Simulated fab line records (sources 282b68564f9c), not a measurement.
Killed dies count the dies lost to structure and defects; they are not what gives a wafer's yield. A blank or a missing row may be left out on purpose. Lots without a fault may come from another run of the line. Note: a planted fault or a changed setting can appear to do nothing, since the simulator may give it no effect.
A struck lot beside a sound one    flow rit cmos    21 steps out of a route of 202
Sound: wafers L375.1, L375.5, L375.6. Struck: wafers L395.1, L395.5, L395.6. The cause comes at the end.
Per side, at each step with rows, come the tool, then ch with its chambers, and then its first start. Under that, the readings that differ: sound wafers    struck wafers    difference of the means    sigmas: that difference in standard deviations of wafers without a fault.
alike: readings with means less than 2 such deviations apart, plus words and numbers identical on both sides. not compared: withheld readings, readings lacking a value on some wafer, bounds such as >300 that could conceal the same value, and numbers that have no deviation in the record and whose values overlap.
Wherever a step has rows on one side only, a row that says differs or no value, or a row with sigmas, the two part there. Numbers that have no deviation but don't overlap get no sigmas and don't part them. A reading that every wafer of one side lacks parts them only if that side has two wafers or more.

first, 6 steps without rows for these wafers: RIT_NSD_HMDS_00 (prime time 60 s); RIT_NSD_COAT_01 (resist thk 1000 nm); RIT_NSD_SOFTBAKE_02 (time 60 s); RIT_NSD_EXPOSE_03 (exposes mask M9, target cd 40700 nm); RIT_NSD_PEB_04; RIT_NSD_DEVELOP_05 (develop time 50 s).
RIT_NSD_OVL_MEAS_06:
  struck on overlay-01, day 7 09:43; sound on overlay-02, day 3 03:18
  alike: NSD_OVL
then, 2 steps without rows for these wafers: RIT_NSD_HARDBAKE_07 (time 60 s); RIT_NSD_IMPLANT_08.
RIT_NSD_STRIP_09: strips in O2, time 180 s.
  sound on plasma asher-03 ch 0,1, day 3 03:38; struck on plasma asher-03 ch 0,1, day 7 10:04
  alike: drypump motor current A
  not compared: rf hours counter h
RIT_NSD_TW_MEAS_10:
  struck on film metro-02, day 7 10:14; sound on film metro-03, day 3 03:49
  alike: NSD_TW
then, 1 step without rows for these wafers: RIT_PSD_HMDS_00 (prime time 60 s).
RIT_PSD_COAT_01: resist thk 1000 nm.
  sound on litho track-04 ch 0, day 3 04:01; struck on litho track-01 ch 0, day 7 10:32
reading                                   sound              struck             difference  sigmas
chill plate temp C (C)                    23.15 23.29 23.03  23.01 22.70 22.87  -0.30       -3
model.NOVOLAK_of_PSD_COAT_01.thk nm (nm)  993.6 992.4 992.7  919.3 917.3 920.8  -73.8       
then, 4 steps without rows for these wafers: RIT_PSD_SOFTBAKE_02 (time 60 s); RIT_PSD_EXPOSE_03 (exposes mask M10, target cd 40900 nm); RIT_PSD_PEB_04; RIT_PSD_DEVELOP_05 (develop time 50 s).
RIT_PSD_OVL_MEAS_06:
  struck on overlay-01, day 7 11:21; sound on overlay-02, day 3 04:43
  alike: PSD_OVL
RIT_PSD_HARDBAKE_07: time 60 s.
  sound on litho track-04 ch 0, day 3 04:46; struck on litho track-04 ch 0, day 7 11:23
reading                                   sound              struck           difference  sigmas
model.NOVOLAK_of_PSD_COAT_01.thk nm (nm)  878.9 877.9 878.1  813.7 812 815.1  -64.7       
  alike: chill plate temp C
after that, 1 step had no rows for these wafers: RIT_PSD_IMPLANT_08.
RIT_M1_PROBE_99:
  the record has rows for the struck wafers here (prober-01, day 7 19:43) and none for the sound ones

## WHERE THEY PART
Last at RIT_M1_PROBE_99 as far as this record goes, first at RIT_PSD_COAT_01.

WHY: what the simulator had put in
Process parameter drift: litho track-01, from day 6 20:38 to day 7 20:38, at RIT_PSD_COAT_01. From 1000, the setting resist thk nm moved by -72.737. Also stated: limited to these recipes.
